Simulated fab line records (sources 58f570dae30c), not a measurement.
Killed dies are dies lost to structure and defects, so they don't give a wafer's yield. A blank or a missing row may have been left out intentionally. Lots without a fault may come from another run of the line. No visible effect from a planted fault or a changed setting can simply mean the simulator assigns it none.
Which tool is to blame?    flow berkeley_cmos170    Sampling: 14 lots, 42 wafers, 3 of 331 route steps

## WHAT EACH GAUGE READ, for each wafer
UCB170_M3_BOW_MEAS_20.
lot   measured      on             M3_BOW (um)
L748  day 8 15:22   film_metro-03  31 33 25
L749  day 8 15:29   film_metro-01  29 32 16
L753  day 9 14:17   film_metro-04  41 42 44
L752  day 9 14:45   film_metro-03  43 37 37
L755  day 10 07:08  film_metro-03  44 53 43
L756  day 10 07:29  film_metro-04  38 43 44
L760  day 11 06:35  film_metro-04  55 42 38
L761  day 11 22:05  film_metro-03  32 45 36
L764  day 12 08:39  film_metro-01  32 35 39
L767  day 13 00:10  film_metro-04  38 33 25
L765  day 13 07:29  film_metro-03  38 50 43
L769  day 14 00:30  film_metro-04  35 41 56
L768  day 14 05:52  film_metro-04  30 24 32
L770  day 14 04:47  film_metro-01  31 35 36

## WHICH TOOL RAN EACH LOT (tool, then ch and the chambers of the sampled wafers, then the start)
lot   UCB170_BACKSIDE_STRIP_03              UCB170_CONTACT_RTA_08
L748  plasma_asher-03 ch 0,1, day 7 13:57   rtp_anneal-02 ch 0, day 7 19:07
L749  plasma_asher-01 ch 0,1, day 7 14:01   rtp_anneal-01 ch 0, day 7 19:16
L753  plasma_asher-02 ch 0,1, day 8 14:27   rtp_anneal-01 ch 0, day 8 20:11
L752  plasma_asher-03 ch 0,1, day 8 15:01   rtp_anneal-02 ch 0, day 8 20:11
L755  plasma_asher-02 ch 0,1, day 9 09:46   rtp_anneal-02 ch 0, day 9 14:05
L756  plasma_asher-01 ch 0,1, day 9 09:46   rtp_anneal-01 ch 0, day 9 14:18
L760  plasma_asher-03 ch 0,1, day 10 06:40  rtp_anneal-02 ch 0, day 10 11:45
L761  plasma_asher-02 ch 0,1, day 10 22:18  rtp_anneal-01 ch 0, day 11 04:22
L764  plasma_asher-02 ch 0,1, day 11 06:41  rtp_anneal-01 ch 0, day 11 10:46
L767  plasma_asher-01 ch 0,1, day 11 19:28  rtp_anneal-01 ch 0, day 12 01:57
L765  plasma_asher-02 ch 0, day 11 20:32    rtp_anneal-01 ch 0, day 12 06:05
L769  plasma_asher-03 ch 1, day 12 22:56    rtp_anneal-02 ch 0, day 13 05:54
L768  plasma_asher-01 ch 0,1, day 12 23:55  rtp_anneal-02 ch 0, day 13 10:03
L770  plasma_asher-03 ch 1, day 12 23:58    rtp_anneal-01 ch 0, day 13 10:03
- UCB170_BACKSIDE_STRIP_03: strips in O2.
- UCB170_CONTACT_RTA_08: time 10 s.

## WHAT THE TOOLS THEMSELVES READ (means of the sampled wafers that have a number; where no wafer has one, the mark that the record gives instead)
UCB170_BACKSIDE_STRIP_03.
lot   tool             drypump_motor_current_A (A)  oes_product_au (a.u.)  strip_time_to_endpoint_s (s)
L748  plasma_asher-03  5.95                         0.733                  21.92
L749  plasma_asher-01  6.11                         0.733                  21.86
L753  plasma_asher-02  6.22                         0.732                  21.88
L752  plasma_asher-03  5.98                         0.735                  21.95
L755  plasma_asher-02  6.07                         0.728                  21.96
L756  plasma_asher-01  6.13                         0.734                  21.99
L760  plasma_asher-03  5.97                         0.738                  22.04
L761  plasma_asher-02  6.06                         0.737                  22.00
L764  plasma_asher-02  6.22                         0.735                  21.94
L767  plasma_asher-01  6.12                         0.734                  21.94
L765  plasma_asher-02  6.40                         0.738                  22.03
L769  plasma_asher-03  5.98                         0.741                  21.88
L768  plasma_asher-01  6.12                         0.737                  21.91
L770  plasma_asher-03  5.97                         0.732                  22.11

UCB170_CONTACT_RTA_08.
lot   tool           lamp_power_pct (%)  wafer_temp_C_max
L748  rtp_anneal-02  21.7                905.0
L749  rtp_anneal-01  26.5                903.8
L753  rtp_anneal-01  26.5                904.3
L752  rtp_anneal-02  21.6                903.3
L755  rtp_anneal-02  21.6                904.7
L756  rtp_anneal-01  26.5                903.9
L760  rtp_anneal-02  21.7                904.0
L761  rtp_anneal-01  26.5                904.3
L764  rtp_anneal-01  26.5                903.8
L767  rtp_anneal-01  26.5                904.1
L765  rtp_anneal-01  26.5                903.5
L769  rtp_anneal-02  21.7                903.6
L768  rtp_anneal-02  21.6                904.7
L770  rtp_anneal-01  26.5                904.4

## THE ANSWER, worked out from the rows above alone
Rule: what is usual is taken from the lots themselves. The widest of any qualifying gaps counts: lots, ordered by their means at a reading, are off when they make up no more than a third of the lots, leave a main group of 4 or more, and stand apart from it by 3 or more times the standard deviation of that group's means. The tables above print the reading to a certain number of digits; a main group whose means all agree to those digits is not used. Also off: a lot with no number at a reading for which 4 or more lots have one. The other lots that the step has rows for count as sound. First the gauges in route order, then the tools' own readings, where a lot's mean is used as printed above. At the first step where some lot is off, the reading lying furthest off is the one used; lots without a number count as furthest.
No lot is off at any reading shown: from this, nothing can be told.

## WHAT THE SIMULATOR PUT IN
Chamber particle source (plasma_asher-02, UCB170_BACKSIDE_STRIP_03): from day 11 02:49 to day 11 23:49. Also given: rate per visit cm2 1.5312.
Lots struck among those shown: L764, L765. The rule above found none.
